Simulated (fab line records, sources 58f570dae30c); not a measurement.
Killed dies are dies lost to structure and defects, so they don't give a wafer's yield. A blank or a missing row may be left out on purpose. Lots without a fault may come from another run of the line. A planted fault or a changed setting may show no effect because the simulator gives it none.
fab line records | flow berkeley_cmos170
record lots=5 wafers=15 last_day=12
route steps=331 shown PFIELD@87 FIELD@89 SACOX@97 SCREENOX@100 NVT@104 PVT@115 GATE@125
lots that met no fault: from a run of the same line without faults
start_h: hours from the record's first day to the start of the lot's first wafer shown | wait_h: hours since the lot's step before | " the same as in the row above | L1.1+2: a row that stands for several wafers | - no value, or no start given | * or withheld: withheld | < > ~ a bound
route shown NAME@n: a module of which the file shows steps, and the number in the route of the first | usual: mean/standard deviation of fault-free wafers | same: alike in all rows | chamber/n: place in a boat | sites: the reading at each site | _std_site: their standard deviation | _edge_site: outer sites' mean less inner sites' | radius_mm: how far each site lies from the wafer's centre | mask NAME#n: copy n | behind: the tool/chamber that last shaped the wafer | hold: why the lot was held/for how many hours/how that ended | device: the transistor (n, p or np) that didn't switch | end of line: the same wafers' tests at the end of the route | a step without rows: its recipe alone | killed: dies lost to structure and defects at the first sort, not the wafer's yield | map: a wafer's dies, x killed, . not, _ none there
set.NAME: the setting as run; set.NAME@STEP: as run at that earlier step | model.NAME: the simulator's own value behind a step, which no gauge read
lots at some steps of the route; a table a step, a row a wafer
services: from which hour (start_h, from the record's first day; less than 0 if before it) a tool's chamber was out of use, for how many hours, and why
## steps
# step UCB170_PFIELD_STRIP_08
# recipe chemistry=O2 power_w=400 pressure_mtorr=3500 platen_temp_c=withheld o2_flow_sccm=400 overash_fraction=0.5
# usual drypump_motor_current_A=5.6/0.47 oes_product_au=0.735/0.0046 strip_time_to_endpoint_s=21.61/0.053
# same overash_fraction=0.5
# columns lot.wafer tool chamber start_h wait_h drypump_motor_current_A oes_product_au rf_hours_counter_h strip_time_to_endpoint_s
L085.2 plasma_asher-03 0 143.14 0.1 5.2 0.732 3 21.59
L085.4 " 0 " " 5.2 0.740 - 21.59
L085.5 " 0 " " 5.2 0.743 - 21.65
L091.1 plasma_asher-03 0 170.26 0.1 5.2 0.736 6 21.64
L091.3 " 1 " " 5.7 0.739 - 21.61
L091.6 " 0 " " 5.3 0.737 - 21.55
L089.1 plasma_asher-03 0 171.53 0.1 5.3 0.727 6 21.56
L089.5 " 0 " " 5.3 0.739 - 21.62
L089.6 " 1 " " 5.7 0.738 - 21.64
L092.2 plasma_asher-02 1 187.92 0.1 6.4 0.730 46 21.58
L092.5 " 1 " " 6.4 0.728 - 21.59
L092.6 " 0 " " 5.2 0.729 - 21.63
L096.2 plasma_asher-02 1 205.90 0.1 6.4 0.734 48 21.54
L096.3 " 0 " " 5.2 0.736 - 21.59
L096.5 " 1 " " 6.4 0.742 - 21.58
# step UCB170_PFIELD_TW_MEAS_09
# usual PFIELD_TW=604/7.8
# columns lot.wafer tool chamber start_h wait_h PFIELD_TW
L085.2 film_metro-03 - 143.25 0.1 613
L085.4 " - " " 612
L085.5 " - " " 611
L091.1 film_metro-02 - 170.36 0.1 603
L091.3 " - " " 607
L091.6 " - " " 603
L089.1 film_metro-03 - 171.63 0.1 612
L089.5 " - " " 609
L089.6 " - " " 611
L092.2 film_metro-04 - 188.03 0.1 596
L092.5 " - " " 598
L092.6 " - " " 597
L096.2 film_metro-02 - 206.01 0.1 604
L096.3 " - " " 606
L096.5 " - " " 608
# step UCB170_FIELD_CLEAN_00
# recipe chemistry=dHF dilution=25:1 time_s=7.5
# columns lot.wafer tool chamber start_h wait_h
L085.2+4+5 wet_bench-03 0 143.30 0.0
L091.1+3+6 wet_bench-02 0 170.42 0.1
L089.1+5+6 wet_bench-02 2 171.69 0.1
L092.2+5+6 wet_bench-02 1 188.09 0.1
L096.2+3+5 wet_bench-01 1 206.06 0.0
# step UCB170_FIELD_OXIDATION_01
# recipe temp_c=1000 ambient=H2O p_h2o_torr=584.62 target_thk_a=5583 ox_time_s=7200
# usual tube_center_temp_C=999.99/0.1
# same ox_time_s=7200
# columns lot.wafer tool chamber start_h wait_h tube_center_temp_C
L085.2 furnace-01 0 147.95 4.6 1000.1
L085.4 " 0 " " 999.97
L085.5 " 0 " " 1000.1
L089.1 furnace-02 0 174.63 2.9 999.91
L089.5 " 0 " " 999.9
L089.6 " 0 " " 999.98
L091.1 furnace-02 0 174.63 4.2 1000
L091.3 " 0 " " 1000.1
L091.6 " 0 " " 1000.1
L092.2 furnace-04 0 188.79 0.7 999.96
L092.5 " 0 " " 999.86
L092.6 " 0 " " 1000.1
L096.2 furnace-02 0 209.51 3.4 1000
L096.3 " 0 " " 1000
L096.5 " 0 " " 1000.3
# step UCB170_FIELD_THK_MEAS_02
# recipe reads=SiO2_of_FIELD_OXIDATION_01
# usual FIELD_OXIDE_THK=557/10
# columns lot.wafer tool chamber start_h wait_h FIELD_OXIDE_THK[nm]
L085.2 film_metro-03 - 150.96 0.0 551
L085.4 " - " " 554
L085.5 " - " " 552
L091.1 film_metro-01 - 177.69 0.1 541
L091.3 " - " " 543
L091.6 " - " " 553
L089.1 film_metro-01 - 177.75 0.1 538
L089.5 " - " " 537
L089.6 " - " " 543
L092.2 film_metro-02 - 191.80 0.0 559
L092.5 " - " " 573
L092.6 " - " " 565
L096.2 film_metro-01 - 212.52 0.0 563
L096.3 " - " " 545
L096.5 " - " " 558
# step UCB170_FIELD_ANNEAL_03
# recipe temp_c=1000 time_s=1200 ambient=N2
# usual tube_center_temp_C=1000/0.089
# columns lot.wafer tool chamber start_h wait_h tube_center_temp_C
L085.2 furnace-04 0 155.32 4.3 1000.1
L085.4 " 0 " " 1000.1
L085.5 " 0 " " 1000
L089.1 furnace-02 0 181.73 4.0 999.96
L089.5 " 0 " " 999.96
L089.6 " 0 " " 1000.1
L091.1 furnace-02 0 181.73 4.0 999.94
L091.3 " 0 " " 1000.1
L091.6 " 0 " " 999.89
L092.2 furnace-01 0 194.00 2.2 999.97
L092.5 " 0 " " 999.91
L092.6 " 0 " " 999.91
L096.2 furnace-01 0 216.08 3.5 1000.1
L096.3 " 0 " " 999.94
L096.5 " 0 " " 1000.1
# step UCB170_FIELD_WET_ETCH_04
# recipe chemistry=dHF dilution=10:1 target=SiO2 temp_c=25 time_s=60
# columns lot.wafer tool chamber start_h wait_h
L085.2+4+5 wet_bench-02 2 156.66 0.0
L091.1+3+6 wet_bench-03 0 184.56 1.5
L089.1+5+6 wet_bench-03 3 184.76 1.7
L092.2+5+6 wet_bench-01 3 195.33 0.0
L096.2+3+5 wet_bench-01 2 217.41 0.0
# step UCB170_FIELD_WET_ETCH_05
# recipe chemistry=H3PO4 target=Si3N4 temp_c=160 time_s=12600
# columns lot.wafer tool chamber start_h wait_h
L085.2+4+5 wet_bench-02 3 156.68 0.0
L091.1+3+6 wet_bench-03 2 184.78 0.2
L089.1+5+6 wet_bench-01 3 186.24 1.5
L092.2+5+6 wet_bench-03 3 195.36 0.0
L096.2+3+5 wet_bench-01 1 217.43 0.0
# step UCB170_FIELD_WET_ETCH_06
# recipe chemistry=BOE dilution=5:1 target=SiO2 temp_c=25 time_s=22
# columns lot.wafer tool chamber start_h wait_h
L085.2+4+5 wet_bench-01 3 160.30 0.1
L091.1+3+6 wet_bench-02 3 188.29 0.0
L089.1+5+6 wet_bench-02 0 189.75 0.0
L092.2+5+6 wet_bench-02 1 198.86 0.0
L096.2+3+5 wet_bench-03 3 220.94 0.0
# step UCB170_FIELD_THK_MEAS_90
# recipe reads=SiO2_of_FIELD_OXIDATION_01
# usual FIELD_OXIDE_LEFT_1_THK=441/10
# columns lot.wafer tool chamber start_h wait_h FIELD_OXIDE_LEFT_1_THK[nm]
L085.2 film_metro-03 - 160.37 0.1 436
L085.4 " - " " 438
L085.5 " - " " 438
L091.1 film_metro-02 - 188.34 0.0 425
L091.3 " - " " 426
L091.6 " - " " 437
L089.1 film_metro-02 - 189.76 0.0 422
L089.5 " - " " 422
L089.6 " - " " 427
L092.2 film_metro-01 - 198.89 0.0 442
L092.5 " - " " 458
L092.6 " - " " 449
L096.2 film_metro-03 - 220.97 0.0 445
L096.3 " - " " 427
L096.5 " - " " 440
# step UCB170_SACOX_CLEAN_00
# recipe chemistry=dHF dilution=25:1 time_s=7.5
# columns lot.wafer tool chamber start_h wait_h
L085.2+4+5 wet_bench-02 3 160.42 0.0
L091.1+3+6 wet_bench-02 3 188.40 0.1
L089.1+5+6 wet_bench-02 1 189.82 0.1
L092.2+5+6 wet_bench-02 0 198.94 0.0
L096.2+3+5 wet_bench-02 2 221.02 0.0
# step UCB170_SACOX_OXIDATION_01
# recipe temp_c=900 ambient=O2 target_thk_a=144 ox_time_s=2400
# usual tube_center_temp_C=900/0.08
# same ox_time_s=2400
# columns lot.wafer tool chamber start_h wait_h tube_center_temp_C
L085.2 furnace-04 0 167.49 7.1 900.09
L085.4 " 0 " " 899.79
L085.5 " 0 " " 899.97
L089.1 furnace-02 0 190.31 0.5 900.12
L089.5 " 0 " " 899.98
L089.6 " 0 " " 899.92
L091.1 furnace-02 0 190.31 1.9 899.94
L091.3 " 0 " " 900.08
L091.6 " 0 " " 900.05
L092.2 furnace-01 0 202.43 3.5 899.93
L092.5 " 0 " " 900.1
L092.6 " 0 " " 900.04
L096.2 furnace-04 0 223.29 2.3 900.05
L096.3 " 0 " " 900.01
L096.5 " 0 " " 900.03
# step UCB170_SACOX_THK_MEAS_02
# recipe reads=SiO2_of_SACOX_OXIDATION_01
# usual SACOX_OXIDE_THK=14.50/0.29
# columns lot.wafer tool chamber start_h wait_h SACOX_OXIDE_THK[nm]
L085.2 film_metro-04 - 169.18 0.0 15.15
L085.4 " - " " 14.85
L085.5 " - " " 15.03
L091.1 film_metro-03 - 191.98 0.0 14.33
L091.3 " - " " 14.50
L091.6 " - " " 14.30
L089.1 film_metro-01 - 192.04 0.1 14.09
L089.5 " - " " 14.02
L089.6 " - " " 14.12
L092.2 film_metro-03 - 204.11 0.0 14.12
L092.5 " - " " 14.15
L092.6 " - " " 14.11
L096.2 film_metro-01 - 225.02 0.1 14.06
L096.3 " - " " 14.05
L096.5 " - " " 13.98
# step UCB170_SCREENOX_WET_ETCH_00
# recipe chemistry=dHF dilution=25:1 target=SiO2 temp_c=25 time_s=200
# columns lot.wafer tool chamber start_h wait_h
L085.2+4+5 wet_bench-02 1 169.28 0.1
L091.1+3+6 wet_bench-02 3 192.04 0.1
L089.1+5+6 wet_bench-02 2 192.11 0.1
L092.2+5+6 wet_bench-02 1 204.16 0.0
L096.2+3+5 wet_bench-04 3 226.22 1.2
# step UCB170_SCREENOX_OXIDATION_01
# recipe temp_c=900 ambient=O2 target_thk_a=144 ox_time_s=2400
# usual tube_center_temp_C=900/0.083
# same ox_time_s=2400
# columns lot.wafer tool chamber start_h wait_h tube_center_temp_C
L085.2 furnace-02 0 172.96 3.6 899.93
L085.4 " 0 " " 899.98
L085.5 " 0 " " 900.13
L089.1 furnace-04 0 194.49 2.3 899.93
L089.5 " 0 " " 900.06
L089.6 " 0 " " 900.1
L091.1 furnace-04 0 194.49 2.4 899.94
L091.3 " 0 " " 900.08
L091.6 " 0 " " 899.9
L092.2 furnace-02 0 207.85 3.6 900
L092.5 " 0 " " 900.05
L092.6 " 0 " " 900.19
L096.2 furnace-02 0 228.20 1.9 900.02
L096.3 " 0 " " 900.09
L096.5 " 0 " " 899.84
# step UCB170_SCREENOX_THK_MEAS_02
# recipe reads=SiO2_of_SCREENOX_OXIDATION_01
# usual SCREENOX_OXIDE_THK=14.6/0.31
# columns lot.wafer tool chamber start_h wait_h SCREENOX_OXIDE_THK[nm]
L085.2 film_metro-02 - 174.64 0.0 14.4
L085.4 " - " " 14.0
L085.5 " - " " 13.9
L091.1 film_metro-04 - 196.15 0.0 14.5
L091.3 " - " " 14.7
L091.6 " - " " 14.6
L089.1 film_metro-01 - 196.27 0.1 14.5
L089.5 " - " " 14.3
L089.6 " - " " 14.2
L092.2 film_metro-02 - 209.52 0.0 14.9
L092.5 " - " " 14.9
L092.6 " - " " 14.9
L096.2 film_metro-02 - 229.87 0.0 14.4
L096.3 " - " " 14.3
L096.5 " - " " 14.4
# step UCB170_SCREENOX_ANNEAL_03
# recipe temp_c=900 time_s=900 ambient=N2
# usual tube_center_temp_C=899.99/0.08
# columns lot.wafer tool chamber start_h wait_h tube_center_temp_C
L085.2 furnace-01 0 179.11 4.5 899.97
L085.4 " 0 " " 900.01
L085.5 " 0 " " 900.01
L089.1 furnace-04 0 200.09 3.8 900.08
L089.5 " 0 " " 899.92
L089.6 " 0 " " 899.97
L091.1 furnace-04 0 200.09 3.9 899.94
L091.3 " 0 " " 900.06
L091.6 " 0 " " 899.91
L092.2 furnace-02 0 212.51 3.0 900.13
L092.5 " 0 " " 900.16
L092.6 " 0 " " 900.08
L096.2 furnace-04 0 234.21 4.3 900
L096.3 " 0 " " 900.02
L096.5 " 0 " " 900.05
# step UCB170_NVT_HMDS_00
# recipe prime_time_s=60 prime_temp_c=100
# columns lot.wafer tool chamber start_h wait_h
L085.2+4+5 litho_track-01 0 180.76 0.4
L091.1+3+6 litho_track-01 0 201.59 0.3
L089.1+5+6 litho_track-02 0 201.95 0.6
L092.2+5+6 litho_track-03 0 213.79 0.0
L096.2+3+5 litho_track-02 0 235.48 0.0
# step UCB170_NVT_COAT_01
# recipe resist=KrF spin_rpm=1500 resist_thk_nm=900
# columns lot.wafer tool chamber start_h wait_h
L085.2+4+5 litho_track-01 0 180.91 0.1
L091.1+3+6 litho_track-01 0 201.74 0.1
L089.1+5+6 litho_track-02 0 202.10 0.1
L092.2+5+6 litho_track-03 0 213.94 0.1
L096.2+3+5 litho_track-02 0 235.63 0.1
# step UCB170_NVT_SOFTBAKE_02
# recipe resist=KrF temp_c=130 time_s=60
# columns lot.wafer tool chamber start_h wait_h
L085.2+4+5 litho_track-01 0 181.06 0.1
L091.1+3+6 litho_track-01 0 201.89 0.1
L089.1+5+6 litho_track-02 0 202.25 0.1
L092.2+5+6 litho_track-03 0 214.09 0.1
L096.2+3+5 litho_track-02 0 235.78 0.1
# step UCB170_NVT_EXPOSE_03
# recipe mask_id=PWELL target_cd_nm=3000 na=0.5 sigma_outer=0.6 source_shape=conventional dose_mj=30
# columns lot.wafer tool chamber start_h wait_h mask
L085.2+4+5 krf_scanner-01 0 181.34 0.3 PWELL#0
L091.1+3+6 krf_scanner-01 0 202.27 0.4 PWELL#0
L089.1+5+6 krf_scanner-02 0 202.63 0.3 PWELL#0
L092.2+5+6 krf_scanner-02 0 214.48 0.4 PWELL#0
L096.2+3+5 krf_scanner-01 0 236.41 0.6 PWELL#0
# step UCB170_NVT_PEB_04
# recipe peb_temp_c=130 peb_time_s=withheld resist=KrF
# columns lot.wafer tool chamber start_h wait_h
L085.2+4+5 litho_track-02 0 181.56 0.2
L091.1+3+6 litho_track-02 0 203.13 0.8
L089.1+5+6 litho_track-02 0 203.40 0.8
L092.2+5+6 litho_track-01 0 214.63 0.1
L096.2+3+5 litho_track-02 0 236.90 0.5
# step UCB170_NVT_DEVELOP_05
# recipe developer=TMAH develop_time_s=45 resist=KrF dev_temp_c=21
# columns lot.wafer tool chamber start_h wait_h
L085.2+4+5 litho_track-02 0 - -
L091.1+3+6 litho_track-02 0 - -
L089.1+5+6 litho_track-02 0 - -
L092.2+5+6 litho_track-01 0 - -
L096.2+3+5 litho_track-02 0 - -
# step UCB170_NVT_OVL_MEAS_06
# usual NVT_OVL=-3/5.4
# columns lot.wafer tool chamber start_h wait_h NVT_OVL[nm]
L085.2 overlay-02 - 181.81 - 0
L085.4 " - " " 0
L085.5 " - " " -13
L091.1 overlay-01 - 203.40 - -9
L091.3 " - " " -11
L091.6 " - " " 0
L089.1 overlay-01 - 203.68 - 5
L089.5 " - " " 2
L089.6 " - " " 2
L092.2 overlay-01 - 214.89 - 4
L092.5 " - " " 2
L092.6 " - " " 3
L096.2 overlay-02 - 237.16 - 0
L096.3 " - " " 2
L096.5 " - " " -1
# step UCB170_NVT_IMPLANT_07
# recipe species=BF2 dose_cm2=3e+12 energy_kev=50 tilt_deg=7
# columns lot.wafer tool chamber start_h wait_h
L085.2+4+5 implanter-01 0 181.87 0.0
L091.1+3+6 implanter-01 0 203.44 0.0
L089.1+5+6 implanter-02 0 203.72 0.0
L092.2+5+6 implanter-04 0 214.94 0.0
L096.2+3+5 implanter-02 0 237.21 0.0
# step UCB170_NVT_STRIP_08
# recipe chemistry=O2 power_w=400 pressure_mtorr=3500 platen_temp_c=withheld o2_flow_sccm=400 overash_fraction=0.5
# usual drypump_motor_current_A=5.6/0.48 oes_product_au=0.735/0.0043 strip_time_to_endpoint_s=21.62/0.058
# same overash_fraction=0.5
# columns lot.wafer tool chamber start_h wait_h drypump_motor_current_A oes_product_au rf_hours_counter_h strip_time_to_endpoint_s
L085.2 plasma_asher-04 0 181.99 0.1 5.3 0.737 45 21.62
L085.4 " 0 " " 5.3 0.736 - 21.63
L085.5 " 1 " " 6.2 0.733 - 21.61
L091.1 plasma_asher-02 0 203.59 0.1 5.1 0.735 48 21.77
L091.3 " 1 " " 6.4 0.733 - 21.67
L091.6 " 1 " " 6.4 0.731 - 21.61
L089.1 plasma_asher-02 1 203.87 0.1 6.4 0.738 48 21.63
L089.5 " 0 " " 5.1 0.737 - 21.63
L089.6 " 1 " " 6.4 0.735 - 21.61
L092.2 plasma_asher-02 0 215.07 0.1 5.2 0.733 50 21.60
L092.5 " 0 " " 5.2 0.730 - 21.63
L092.6 " 1 " " 6.4 0.734 - 21.69
L096.2 plasma_asher-02 0 237.34 0.1 5.2 0.740 52 21.65
L096.3 " 1 " " 6.4 0.741 - 21.68
L096.5 " 0 " " 5.1 0.731 - 21.64
# step UCB170_NVT_TW_MEAS_09
# usual NVT_TW=528/6.2
# columns lot.wafer tool chamber start_h wait_h NVT_TW
L085.2 film_metro-02 - 182.10 0.1 525
L085.4 " - " " 524
L085.5 " - " " 522
L091.1 film_metro-02 - 203.69 0.1 531
L091.3 " - " " 529
L091.6 " - " " 527
L089.1 film_metro-03 - 203.97 0.1 535
L089.5 " - " " 533
L089.6 " - " " 533
L092.2 film_metro-04 - 215.18 0.1 520
L092.5 " - " " 521
L092.6 " - " " 521
L096.2 film_metro-04 - 237.45 0.1 515
L096.3 " - " " 520
L096.5 " - " " 515
# step UCB170_NVT_CLEAN_10
# recipe chemistry=SPM temp_c=120 time_s=600
# columns lot.wafer tool chamber start_h wait_h
L085.2+4+5 wet_bench-03 2 184.58 2.5
L091.1+3+6 wet_bench-01 2 203.88 0.2
L089.1+5+6 wet_bench-01 2 204.27 0.3
L092.2+5+6 wet_bench-03 2 215.23 0.0
L096.2+3+5 wet_bench-04 1 237.50 0.0
# step UCB170_PVT_HMDS_00
# recipe prime_time_s=60 prime_temp_c=100
# columns lot.wafer tool chamber start_h wait_h
L085.2+4+5 litho_track-01 0 185.07 0.3
L091.1+3+6 litho_track-01 0 204.39 0.3
L089.1+5+6 litho_track-02 0 204.46 0.0
L092.2+5+6 litho_track-04 0 215.88 0.5
L096.2+3+5 litho_track-04 0 237.70 0.0
# step UCB170_PVT_COAT_01
# recipe resist=KrF spin_rpm=1500 resist_thk_nm=900
# columns lot.wafer tool chamber start_h wait_h
L085.2+4+5 litho_track-01 0 185.22 0.1
L091.1+3+6 litho_track-01 0 204.54 0.1
L089.1+5+6 litho_track-02 0 204.61 0.1
L092.2+5+6 litho_track-04 0 216.03 0.1
L096.2+3+5 litho_track-04 0 237.85 0.1
# step UCB170_PVT_SOFTBAKE_02
# recipe resist=KrF temp_c=130 time_s=60
# columns lot.wafer tool chamber start_h wait_h
L085.2+4+5 litho_track-01 0 185.37 0.1
L091.1+3+6 litho_track-01 0 204.69 0.1
L089.1+5+6 litho_track-02 0 204.76 0.1
L092.2+5+6 litho_track-04 0 216.18 0.1
L096.2+3+5 litho_track-04 0 238.00 0.1
# step UCB170_PVT_EXPOSE_03
# recipe mask_id=NWELL target_cd_nm=3000 na=0.5 sigma_outer=0.6 source_shape=conventional dose_mj=30
# columns lot.wafer tool chamber start_h wait_h mask
L085.2+4+5 krf_scanner-01 0 185.51 0.1 NWELL#0
L091.1+3+6 krf_scanner-01 0 204.89 0.2 NWELL#0
L089.1+5+6 krf_scanner-02 0 205.13 0.4 NWELL#0
L092.2+5+6 krf_scanner-01 0 216.47 0.3 NWELL#0
L096.2+3+5 krf_scanner-01 0 238.33 0.3 NWELL#0
# step UCB170_PVT_PEB_04
# recipe peb_temp_c=130 peb_time_s=withheld resist=KrF
# columns lot.wafer tool chamber start_h wait_h
L085.2+4+5 litho_track-02 0 186.03 0.5
L091.1+3+6 litho_track-04 0 205.50 0.6
L089.1+5+6 litho_track-01 0 205.74 0.6
L092.2+5+6 litho_track-01 0 216.63 0.1
L096.2+3+5 litho_track-04 0 238.49 0.1
# step UCB170_PVT_DEVELOP_05
# recipe developer=TMAH develop_time_s=45 resist=KrF dev_temp_c=21
# columns lot.wafer tool chamber start_h wait_h
L085.2+4+5 litho_track-02 0 - -
L091.1+3+6 litho_track-04 0 - -
L089.1+5+6 litho_track-01 0 - -
L092.2+5+6 litho_track-01 0 - -
L096.2+3+5 litho_track-04 0 - -
# step UCB170_PVT_OVL_MEAS_06
# usual PVT_OVL=-4/4.9
# columns lot.wafer tool chamber start_h wait_h PVT_OVL[nm]
L085.2 overlay-01 - 186.29 - -6
L085.4 " - " " 0
L085.5 " - " " -4
L091.1 overlay-01 - 205.78 - 0
L091.3 " - " " -5
L091.6 " - " " -7
L089.1 overlay-01 - 206.02 - -2
L089.5 " - " " -1
L089.6 " - " " 1
L092.2 overlay-01 - 216.91 - 1
L092.5 " - " " -5
L092.6 " - " " -1
L096.2 overlay-01 - 238.74 - -7
L096.3 " - " " -13
L096.5 " - " " -13
# step UCB170_PVT_IMPLANT_07
# recipe species=P dose_cm2=2e+12 energy_kev=30 tilt_deg=7
# columns lot.wafer tool chamber start_h wait_h
L085.2+4+5 implanter-03 0 186.35 0.0
L091.1+3+6 implanter-03 0 205.81 0.0
L089.1+5+6 implanter-04 0 206.05 0.0
L092.2+5+6 implanter-03 0 216.96 0.0
L096.2+3+5 implanter-04 0 238.80 0.0
# step UCB170_PVT_STRIP_08
# recipe chemistry=O2 power_w=400 pressure_mtorr=3500 platen_temp_c=withheld o2_flow_sccm=400 overash_fraction=0.5
# usual drypump_motor_current_A=5.6/0.44 oes_product_au=0.734/0.005 strip_time_to_endpoint_s=21.60/0.052
# same overash_fraction=0.5
# columns lot.wafer tool chamber start_h wait_h drypump_motor_current_A oes_product_au rf_hours_counter_h strip_time_to_endpoint_s
L085.2 plasma_asher-04 1 186.47 0.1 6.2 0.733 45 21.60
L085.4 " 0 " " 5.3 0.730 - 21.60
L085.5 " 1 " " 6.2 0.738 - 21.67
L091.1 plasma_asher-04 1 205.96 0.1 6.2 0.740 48 21.69
L091.3 " 0 " " 5.3 0.735 - 21.63
L091.6 " 1 " " 6.2 0.738 - 21.63
L089.1 plasma_asher-02 1 206.20 0.1 6.4 0.738 48 21.62
L089.5 " 1 " " 6.4 0.727 - 21.56
L089.6 " 0 " " 5.2 0.733 - 21.52
L092.2 plasma_asher-01 0 217.09 0.1 5.4 0.733 48 21.49
L092.5 " 0 " " 5.5 0.742 - 21.51
L092.6 " 1 " " 5.4 0.730 - 21.60
L096.2 plasma_asher-04 0 238.92 0.1 5.3 0.737 52 21.59
L096.3 " 0 " " 5.3 0.737 - 21.69
L096.5 " 0 " " 5.3 0.733 - 21.61
# step UCB170_PVT_TW_MEAS_09
# usual PVT_TW=513/5.1
# columns lot.wafer tool chamber start_h wait_h PVT_TW
L085.2 film_metro-02 - 186.58 0.1 510
L085.4 " - " " 510
L085.5 " - " " 510
L091.1 film_metro-03 - 206.06 0.1 518
L091.3 " - " " 517
L091.6 " - " " 519
L089.1 film_metro-02 - 206.30 0.1 512
L089.5 " - " " 512
L089.6 " - " " 512
L092.2 film_metro-02 - 217.20 0.1 517
L092.5 " - " " 515
L092.6 " - " " 514
L096.2 film_metro-02 - 239.03 0.1 515
L096.3 " - " " 512
L096.5 " - " " 512
# step UCB170_GATE_WET_ETCH_00
# recipe chemistry=dHF dilution=25:1 target=SiO2 temp_c=25 time_s=200
# columns lot.wafer tool chamber start_h wait_h
L085.2+4+5 wet_bench-02 2 187.16 0.6
L091.1+3+6 wet_bench-01 2 206.12 0.1
L089.1+5+6 wet_bench-02 0 206.36 0.1
L092.2+5+6 wet_bench-01 0 217.25 0.0
L096.2+3+5 wet_bench-02 0 239.10 0.1
# step UCB170_FIELD_THK_MEAS_91
# recipe reads=SiO2_of_FIELD_OXIDATION_01
# usual FIELD_OXIDE_LEFT_2_THK=352/10
# columns lot.wafer tool chamber start_h wait_h FIELD_OXIDE_LEFT_2_THK[nm]
L085.2 film_metro-03 - 187.24 0.0 348
L085.4 " - " " 351
L085.5 " - " " 350
L091.1 film_metro-01 - 206.19 0.0 338
L091.3 " - " " 340
L091.6 " - " " 349
L089.1 film_metro-01 - 206.43 0.0 334
L089.5 " - " " 334
L089.6 " - " " 339
L092.2 film_metro-03 - 217.32 0.0 354
L092.5 " - " " 370
L092.6 " - " " 361
L096.2 film_metro-01 - 239.18 0.0 357
L096.3 " - " " 338
L096.5 " - " " 351
# step UCB170_GATE_OXIDATION_01
# recipe temp_c=850 ambient=O2 target_thk_a=66 ox_time_s=1800
# usual tube_center_temp_C=849.99/0.073
# same ox_time_s=1800
# columns lot.wafer tool chamber start_h wait_h tube_center_temp_C
L085.2 furnace-04 0 187.29 0.0 850
L085.4 " 0 " " 849.96
L085.5 " 0 " " 850.04
L089.1 furnace-01 0 210.58 4.1 849.98
L089.5 " 0 " " 850.02
L089.6 " 0 " " 849.95
L091.1 furnace-01 0 210.58 4.4 849.92
L091.3 " 0 " " 850.04
L091.6 " 0 " " 849.88
L092.2 furnace-04 0 221.79 4.5 850.02
L092.5 " 0 " " 850.02
L092.6 " 0 " " 849.86
L096.2 furnace-01 0 242.46 3.3 850.01
L096.3 " 0 " " 849.95
L096.5 " 0 " " 850.01
# step UCB170_GATE_THK_MEAS_02
# recipe reads=SiO2_of_GATE_OXIDATION_01
# usual GATE_OXIDE_THK=6.66/0.095
# columns lot.wafer tool chamber start_h wait_h GATE_OXIDE_THK[nm]
L085.2 film_metro-04 - 188.80 0.0 6.72
L085.4 " - " " 6.70
L085.5 " - " " 6.55
L091.1 film_metro-04 - 212.08 0.0 6.59
L091.3 " - " " 6.50
L091.6 " - " " 6.51
L089.1 film_metro-01 - 212.14 0.1 6.63
L089.5 " - " " 6.77
L089.6 " - " " 6.62
L092.2 film_metro-04 - 223.30 0.0 6.69
L092.5 " - " " 6.75
L092.6 " - " " 6.68
L096.2 film_metro-01 - 243.97 0.0 6.58
L096.3 " - " " 6.62
L096.5 " - " " 6.75
# step UCB170_GATE_ANNEAL_03
# recipe temp_c=900 time_s=1800 ambient=N2
# usual tube_center_temp_C=900.01/0.086
# columns lot.wafer tool chamber start_h wait_h tube_center_temp_C
L085.2 furnace-02 0 191.98 3.2 899.92
L085.4 " 0 " " 899.94
L085.5 " 0 " " 899.88
L089.1 furnace-04 0 214.95 2.8 899.97
L089.5 " 0 " " 900.04
L089.6 " 0 " " 900.12
L091.1 furnace-04 0 214.95 2.9 899.96
L091.3 " 0 " " 900.03
L091.6 " 0 " " 900.11
L092.2 furnace-01 0 226.63 3.3 899.9
L092.5 " 0 " " 899.96
L092.6 " 0 " " 900.07
L096.2 furnace-01 0 247.81 3.8 899.97
L096.3 " 0 " " 900.05
L096.5 " 0 " " 899.85
# step UCB170_GATE_CVD_04
# recipe material=poly-Si temp_c=610 precursor=SiH4 time_s=1440 pressure_mtorr=375 target_thk_nm=214 sih4_flow_sccm=120
# columns lot.wafer tool chamber start_h wait_h
L085.2+4+5 lpcvd-02 0 193.48 0.0
L089.1+5+6 lpcvd-01 0 216.45 0.0
L091.1+3+6 lpcvd-01 1 216.45 0.0
L092.2+5+6 lpcvd-02 1 228.13 0.0
L096.2+3+5 lpcvd-01 1 251.14 1.8
# step UCB170_GATE_THK_MEAS_05
# recipe reads=poly-Si_of_GATE_CVD_04
# usual GATE_POLY_THK=213.7/2.3
# columns lot.wafer tool chamber start_h wait_h GATE_POLY_THK[nm]
L085.2 film_metro-04 - 195.59 0.0 216.4
L085.4 " - " " 218.5
L085.5 " - " " 218.6
L091.1 film_metro-03 - 217.85 0.0 212.1
L091.3 " - " " 212.4
L091.6 " - " " 211.4
L089.1 film_metro-01 - 217.91 0.1 212.5
L089.5 " - " " 213.1
L089.6 " - " " 211.9
L092.2 film_metro-04 - 229.54 0.0 214.1
L092.5 " - " " 213.7
L092.6 " - " " 213.9
L096.2 film_metro-01 - 252.61 0.1 218.3
L096.3 " - " " 217.5
L096.5 " - " " 218.1
# step UCB170_GATE_COAT_06
# recipe resist=BARC temp_c=withheld time_s=withheld spin_rpm=3000 resist_thk_nm=withheld
# columns lot.wafer tool chamber start_h wait_h
L085.2+4+5 litho_track-04 0 195.67 0.1
L091.1+3+6 litho_track-04 0 218.00 0.1
L089.1+5+6 litho_track-03 0 218.45 0.5
L092.2+5+6 litho_track-03 0 230.06 0.5
L096.2+3+5 litho_track-03 0 253.07 0.5
## services
# columns tool chamber start_h hours kind
wet_bench-03 - 122.01 1.9 pm
krf_scanner-01 - 131.88 3.6 pm
furnace-02 - 144.32 3.4 pm
krf_scanner-01 - 144.96 1.3 pm
wet_bench-02 - 147.84 2.1 repair
implanter-03 - 149.73 9.5 repair
krf_scanner-02 - 151.87 1.9 repair
implanter-03 - 157.95 0.6 repair
plasma_asher-04 - 159.40 2.5 repair
furnace-01 - 161.84 7.7 repair
plasma_asher-04 - 166.23 1.9 repair
lpcvd-01 - 167.54 6.0 pm
krf_scanner-01 - 170.76 1.0 pm
wet_bench-02 - 179.47 7.3 repair
krf_scanner-02 - 180.18 4.4 pm
wet_bench-01 - 182.29 3.9 repair
krf_scanner-01 - 200.02 0.7 repair
furnace-01 - 205.56 3.5 repair
furnace-04 - 205.59 4.0 pm
furnace-04 - 216.45 3.8 pm
plasma_asher-03 - 220.29 0.3 repair
furnace-01 - 230.88 3.2 pm
krf_scanner-01 - 244.11 0.8 pm
plasma_asher-04 - 247.78 1.3 repair
## key
fault none
